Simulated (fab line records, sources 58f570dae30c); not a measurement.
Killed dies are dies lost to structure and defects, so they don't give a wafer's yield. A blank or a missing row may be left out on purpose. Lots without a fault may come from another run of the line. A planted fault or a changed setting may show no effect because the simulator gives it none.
Which tool did it? | flow berkeley_cmos170 | 14 lots, 42 wafers sampled, at 6 steps of a route of 331

WHAT THE GAUGES READ, wafer by wafer
UCB170_M1_CD_MEAS_90: target cd 700 nm. Usual: cd_nm 700.2 nm, standard deviation 2.4.
lot  | measured     | on        | cd_nm (nm)        | flag
L243 | day 6 21:48  | cd_sem-01 | 697.7 697.6 699.4 |
L247 | day 8 07:10  | cd_sem-02 | 701.5 698.5 699.7 |
L249 | day 8 07:26  | cd_sem-02 | - - -             | OFF
L248 | day 8 06:55  | cd_sem-02 | 702.5 701.2 698.9 |
L251 | day 8 14:28  | cd_sem-02 | - - -             | OFF
L255 | day 8 16:12  | cd_sem-02 | 702.5 701.7 700.6 |
L253 | day 8 16:44  | cd_sem-01 | 702.1 698.5 700.1 |
L259 | day 10 08:39 | cd_sem-02 | 699.5 701.7 701.0 |
L261 | day 11 01:01 | cd_sem-01 | 696.8 697.5 701.6 |
L262 | day 11 01:38 | cd_sem-02 | 702.2 699.4 699.2 |
L263 | day 11 01:25 | cd_sem-01 | 701.4 703.2 700.9 |
L264 | day 11 11:01 | cd_sem-02 | 700.1 701.4 699.9 |
L265 | day 11 10:55 | cd_sem-01 | 700.4 699.4 702.6 |
L266 | day 11 13:16 | cd_sem-02 | 703.8 704.4 702.5 |

UCB170_M2_THK_MEAS_03: measures by xrf. Usual: M2_AL_THK 909 nm, standard deviation 9.7.
lot  | measured     | on            | M2_AL_THK (nm) | flag
L243 | day 7 06:46  | film_metro-02 | 931 921 925    |
L247 | day 8 16:03  | film_metro-03 | 920 913 925    |
L248 | day 8 16:17  | film_metro-02 | 911 900 900    |
L255 | day 8 22:03  | film_metro-01 | 914 909 915    |
L253 | day 8 22:14  | film_metro-03 | 920 921 925    |
L259 | day 10 14:29 | film_metro-03 | 900 909 906    |
L261 | day 11 09:38 | film_metro-01 | 916 903 915    |
L262 | day 11 10:05 | film_metro-02 | 905 900 896    |
L263 | day 11 10:22 | film_metro-01 | 903 914 909    |
L264 | day 11 18:09 | film_metro-02 | 917 909 917    |
L265 | day 11 17:58 | film_metro-01 | 917 909 909    |
L266 | day 11 18:26 | film_metro-01 | 891 893 895    |

WHICH TOOL RAN EACH LOT (tool, then ch and the chambers of the sampled wafers, then the start)
lot  | UCB170_SDANNEAL_RTA_01           | UCB170_CONTACT_STRIP_19              | UCB170_M1_ETCH_11                  | UCB170_M1_METAL_ETCH_12
L243 | rtp_anneal-01 ch 0, day 6 14:44  | plasma_asher-02 ch 0,1, day 6 19:52  | rie_diel-03 ch 0,2,3, day 6 21:31  | rie_metal-04 ch 0,1, day 6 21:34
L247 | rtp_anneal-02 ch 0, day 7 21:30  | plasma_asher-02 ch 0,1, day 8 04:53  | rie_diel-03 ch 1,3, day 8 06:53    | rie_metal-04 ch 0,1, day 8 06:56
L249 | rtp_anneal-01 ch 0, day 7 21:55  | plasma_asher-03 ch 0,1, day 8 04:58  | rie_diel-02 ch 1,2, day 8 07:10    | rie_metal-02 ch 0,1, day 8 07:12
L248 | rtp_anneal-01 ch 0, day 7 22:22  | plasma_asher-01 ch 0,1, day 8 04:37  | rie_diel-04 ch 0,1,2, day 8 06:38  | rie_metal-01 ch 0,1, day 8 06:41
L251 | rtp_anneal-01 ch 0, day 8 07:07  | plasma_asher-01 ch 0,1, day 8 12:00  | rie_diel-03 ch 1,2, day 8 14:10    | rie_metal-04 ch 0,1, day 8 14:13
L255 | rtp_anneal-02 ch 0, day 8 07:28  | plasma_asher-02 ch 0,1, day 8 14:07  | rie_diel-02 ch 0,2,3, day 8 15:54  | rie_metal-02 ch 0,1, day 8 15:57
L253 | rtp_anneal-01 ch 0, day 8 07:40  | plasma_asher-01 ch 0,1, day 8 14:33  | rie_diel-02 ch 0,1,3, day 8 16:28  | rie_metal-01 ch 0,1, day 8 16:30
L259 | rtp_anneal-02 ch 0, day 10 00:07 | plasma_asher-02 ch 0,1, day 10 05:11 | rie_diel-02 ch 1,2, day 10 08:20   | rie_metal-04 ch 0,1, day 10 08:26
L261 | rtp_anneal-02 ch 0, day 10 16:30 | plasma_asher-01 ch 0,1, day 10 22:54 | rie_diel-03 ch 0,3, day 11 00:44   | rie_metal-02 ch 0,1, day 11 00:47
L262 | rtp_anneal-01 ch 0, day 10 16:34 | plasma_asher-02 ch 0,1, day 10 23:12 | rie_diel-02 ch 0,1,2, day 11 01:13 | rie_metal-04 ch 1, day 11 01:16
L263 | rtp_anneal-02 ch 0, day 10 16:38 | plasma_asher-03 ch 0,1, day 10 22:56 | rie_diel-04 ch 1,2,3, day 11 00:59 | rie_metal-01 ch 0, day 11 01:04
L264 | rtp_anneal-02 ch 0, day 10 22:30 | plasma_asher-03 ch 0,1, day 11 05:07 | rie_diel-02 ch 1,3, day 11 10:31   | rie_metal-04 ch 1, day 11 10:36
L265 | rtp_anneal-01 ch 0, day 10 23:04 | plasma_asher-02 ch 0,1, day 11 05:23 | rie_diel-04 ch 0,1,2, day 11 10:38 | rie_metal-02 ch 0,1, day 11 10:41
L266 | rtp_anneal-02 ch 0, day 11 00:07 | plasma_asher-03 ch 0,1, day 11 10:21 | rie_diel-02 ch 0,1, day 11 12:49   | rie_metal-01 ch 0, day 11 12:56
- UCB170_SDANNEAL_RTA_01: time 5 s.
- UCB170_CONTACT_STRIP_19: strips in O2.
- UCB170_M1_ETCH_11: etches BARC in N2/H2.
- UCB170_M1_METAL_ETCH_12: etches Al in Cl2/BCl3, stops on PSG, target depth 780 nm, time 130 s.

WHAT THE TOOLS THEMSELVES READ (means of the sampled wafers that have a number; where no wafer has one, the mark that the record gives instead)
UCB170_SDANNEAL_RTA_01. Usual: lamp_power_pct 36.7 %, standard deviation 1.8; wafer_temp_C_max 1054.1, standard deviation 1.1.
lot  | tool          | lamp_power_pct (%) | wafer_temp_C_max | flag
L243 | rtp_anneal-01 | 35.1               | 1053.3           |
L247 | rtp_anneal-02 | 38.7               | 1056.4           |
L249 | rtp_anneal-01 | 35.1               | 1053.3           |
L248 | rtp_anneal-01 | 35.1               | 1053.5           |
L251 | rtp_anneal-01 | 35.1               | 1053.2           |
L255 | rtp_anneal-02 | 38.7               | 1054.8           |
L253 | rtp_anneal-01 | 35.2               | 1053.7           |
L259 | rtp_anneal-02 | 38.7               | 1055.5           |
L261 | rtp_anneal-02 | 38.7               | 1054.7           |
L262 | rtp_anneal-01 | 35.1               | 1053.2           |
L263 | rtp_anneal-02 | 38.7               | 1053.7           |
L264 | rtp_anneal-02 | 38.7               | 1055.2           |
L265 | rtp_anneal-01 | 35.1               | 1053.9           |
L266 | rtp_anneal-02 | 38.6               | 1054.5           |

UCB170_CONTACT_STRIP_19. Usual: drypump_motor_current_A 5.5 A, standard deviation 0.31; oes_product_au 0.725 a.u., standard deviation 0.0043.
lot  | tool            | drypump_motor_current_A (A) | oes_product_au (a.u.) | flag
L243 | plasma_asher-02 | 5.3                         | 0.727                 |
L247 | plasma_asher-02 | 5.3                         | 0.728                 |
L249 | plasma_asher-03 | 5.8                         | 0.725                 |
L248 | plasma_asher-01 | 5.8                         | 0.724                 |
L251 | plasma_asher-01 | 5.7                         | 0.730                 |
L255 | plasma_asher-02 | 5.3                         | 0.723                 |
L253 | plasma_asher-01 | 5.8                         | 0.726                 |
L259 | plasma_asher-02 | 5.3                         | 0.722                 |
L261 | plasma_asher-01 | 5.8                         | 0.725                 |
L262 | plasma_asher-02 | 5.3                         | 0.723                 |
L263 | plasma_asher-03 | 5.8                         | 0.724                 |
L264 | plasma_asher-03 | 6.0                         | 0.722                 |
L265 | plasma_asher-02 | 5.3                         | 0.721                 |
L266 | plasma_asher-03 | 6.0                         | 0.725                 |

UCB170_M1_ETCH_11. Usual: bias_w 99.95 W, standard deviation 0.3; chamber_pressure_mTorr 29.998 mTorr, standard deviation 0.025; drypump_motor_current_A 5.8 A, standard deviation 0.52; oes_product_au 0.997 a.u., standard deviation 0.016; throttle_valve_pct 13.25 %, standard deviation 0.17.
lot  | tool        | bias_w (W) | chamber_pressure_mTorr (mTorr) | drypump_motor_current_A (A) | oes_product_au (a.u.) | throttle_valve_pct (%) | flag
L243 | rie_diel-03 | 100.12     | 29.959                         | 6.2                         | 0.990                 | 13.33                  |
L247 | rie_diel-03 | 99.68      | 30.003                         | 6.0                         | 0.999                 | 13.31                  |
L249 | rie_diel-02 | -          | -                              | -                           | -                     | -                      | OFF
L248 | rie_diel-04 | 99.95      | 30.024                         | 5.6                         | 1.012                 | 13.23                  |
L251 | rie_diel-03 | -          | -                              | -                           | -                     | -                      | OFF
L255 | rie_diel-02 | 100.11     | 30.019                         | 5.8                         | 0.990                 | 13.34                  |
L253 | rie_diel-02 | 99.94      | 29.981                         | 5.3                         | 1.008                 | 13.24                  |
L259 | rie_diel-02 | 100.02     | 30.009                         | 5.8                         | 0.997                 | 13.07                  |
L261 | rie_diel-03 | 100.24     | 29.977                         | 6.2                         | 0.987                 | 13.25                  |
L262 | rie_diel-02 | 99.96      | 30.008                         | 5.9                         | 1.004                 | 13.25                  |
L263 | rie_diel-04 | 99.74      | 30.014                         | 5.6                         | 1.008                 | 13.13                  |
L264 | rie_diel-02 | 99.80      | 30.006                         | 5.0                         | 0.999                 | 13.16                  |
L265 | rie_diel-04 | 100.02     | 30.021                         | 5.7                         | 1.014                 | 13.24                  |
L266 | rie_diel-02 | 100.40     | 29.992                         | 5.7                         | 1.007                 | 13.31                  |

UCB170_M1_METAL_ETCH_12. Usual: bcl3_flow_sccm 45.03 sccm, standard deviation 0.15; bias_w 120.0 W, standard deviation 0.33; drypump_motor_current_A 5.8 A, standard deviation 0.53; oes_product_au 0.850 a.u., standard deviation 0.012; throttle_valve_pct 24.36 %, standard deviation 0.25.
lot  | tool         | bcl3_flow_sccm (sccm) | bias_w (W) | drypump_motor_current_A (A) | oes_product_au (a.u.) | throttle_valve_pct (%) | flag
L243 | rie_metal-04 | 45.10                 | 120.2      | 6.2                         | 0.839                 | 24.35                  |
L247 | rie_metal-04 | 44.92                 | 120.1      | 6.1                         | 0.843                 | 24.51                  |
L249 | rie_metal-02 | 45.18                 | 120.4      | 5.7                         | 0.368                 | 24.61                  | OFF
L248 | rie_metal-01 | 44.92                 | 119.9      | 5.9                         | 0.860                 | 24.14                  |
L251 | rie_metal-04 | 45.02                 | 120.0      | 6.2                         | 0.368                 | 24.58                  | OFF
L255 | rie_metal-02 | 44.87                 | 119.6      | 5.4                         | 0.859                 | 24.21                  |
L253 | rie_metal-01 | 44.92                 | 119.9      | 5.5                         | 0.854                 | 24.27                  |
L259 | rie_metal-04 | 45.06                 | 119.9      | 6.1                         | 0.840                 | 24.51                  |
L261 | rie_metal-02 | 45.12                 | 120.1      | 5.7                         | 0.844                 | 24.38                  |
L262 | rie_metal-04 | 44.97                 | 120.0      | 6.0                         | 0.842                 | 24.67                  |
L263 | rie_metal-01 | 44.94                 | 120.2      | 5.1                         | 0.848                 | 24.40                  |
L264 | rie_metal-04 | 45.02                 | 120.3      | 6.1                         | 0.841                 | 24.66                  |
L265 | rie_metal-02 | 44.99                 | 119.8      | 5.4                         | 0.862                 | 24.21                  |
L266 | rie_metal-01 | 45.10                 | 120.0      | 5.2                         | 0.850                 | 24.40                  |

THE ANSWER, worked out from the rows above alone
Rule: a lot is off if the mean of its wafers that have a number lies more than 3 standard deviations from the usual mean. A lot without any number at a reading at which 4 lots or more have one is off too. The other lots that the step has rows for count as sound. The gauges are gone through in route order, then the tools' own readings, and for those a lot's mean is taken as printed above. The first step at which some lot is off is used, and at that step the reading that is off furthest; a lot without a number counts as furthest.
Off: L249, L251, at UCB170_M1_CD_MEAS_90 (cd_nm). Without a number there: L249, L251.
A tool fits if, at a process step before that reading, it ran every lot that is off, and no sound lot after the first of them. The gauges at UCB170_M1_CD_MEAS_90 aren't tried: what is off there is off at UCB170_M1_ETCH_11 too, on other tools, and a gauge's error can't cause that. None of those tried fits.

WHAT THE SIMULATOR HAD PUT IN
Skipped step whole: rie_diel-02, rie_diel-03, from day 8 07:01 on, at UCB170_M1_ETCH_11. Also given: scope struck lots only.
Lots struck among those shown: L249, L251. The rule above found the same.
